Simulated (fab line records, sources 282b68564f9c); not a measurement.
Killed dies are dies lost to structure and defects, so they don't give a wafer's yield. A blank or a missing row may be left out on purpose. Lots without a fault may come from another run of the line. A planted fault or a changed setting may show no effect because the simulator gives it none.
A struck lot beside a sound one | flow rit_cmos | 15 steps out of a route of 202
Sound: wafers L594.1, L594.3, L594.5. Struck: wafers L593.1, L593.4, L593.5. The cause comes at the end.
At each step with rows: each side's tool, then ch and its chambers, then its first start. Under that, the readings that differ: sound wafers | struck wafers | difference of the means | sigmas: that difference in standard deviations of wafers without a fault.
alike: readings whose means differ by less than 2 such deviations, and words and numbers that are the same on both sides. not compared: withheld readings, readings that some wafer has no value for, bounds like >300 that may hide the same value, and numbers for which the record gives no deviation and whose values overlap.
The two part at a step that has a row with sigmas, a row that says differs or no value, or rows on one side only. Numbers that don't overlap but have no deviation are shown without sigmas and don't part them. A reading that every wafer of one side lacks parts them only if that side has two wafers or more.

first, 5 steps without rows for these wafers: RIT_NWELL_COAT_01 (resist thk 1300 nm); RIT_NWELL_SOFTBAKE_02 (time 60 s); RIT_NWELL_EXPOSE_03 (exposes mask M2, target cd 43900 nm); RIT_NWELL_PEB_04; RIT_NWELL_DEVELOP_05 (develop time 68 s).
RIT_NWELL_OVL_MEAS_06:
  sound on overlay-02, day 4 11:26; struck on overlay-01, day 4 08:48
  alike: NWELL_OVL
then, 2 steps without rows for these wafers: RIT_NWELL_HARDBAKE_07 (time 120 s); RIT_NWELL_IMPLANT_08.
RIT_NWELL_STRIP_09: strips in O2, time 180 s.
  sound on plasma_asher-02 ch 0,1, day 4 11:53; struck on plasma_asher-02 ch 0,1, day 4 09:14
  alike: drypump_motor_current_A
  not compared: rf_hours_counter_h
RIT_NWELL_TW_MEAS_10:
  sound on film_metro-01, day 4 12:03; struck on film_metro-01, day 4 09:25
  alike: NWELL_TW
then, 2 steps without rows for these wafers: RIT_PWELL_HMDS_00 (prime time 60 s); RIT_PWELL_COAT_01 (resist thk 1300 nm).
RIT_PWELL_SOFTBAKE_02: time 60 s.
  sound on litho_track-03 ch 0, day 4 12:25; struck on litho_track-01 ch 0, day 4 09:46
  reading                  | sound             | struck            | difference | sigmas
  heater_power_total_W (W) | 34.47 34.52 34.61 | 36.60 36.60 36.67 | +2.09      | +44
  run_length_s (s)         | 89.42 89.43 89.39 | 77.81 77.84 77.75 | -11.61     | -45
then, 1 step without rows for these wafers: RIT_PWELL_EXPOSE_03 (exposes mask M3, target cd 43700 nm).
RIT_M1_PROBE_99:
  sound on prober-01, day 6 01:22; struck on prober-02, day 5 22:38
  alike: killed_at_front_end, killed_dies, killed_open, killed_short

WHERE THEY PART
Only at RIT_PWELL_SOFTBAKE_02, within this record. Later steps at which nothing parts them and some readings are alike: RIT_M1_PROBE_99.

WHY: what the simulator had put in
Process parameter drift: litho_track-01, from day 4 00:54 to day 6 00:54, at RIT_PWELL_SOFTBAKE_02. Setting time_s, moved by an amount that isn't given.
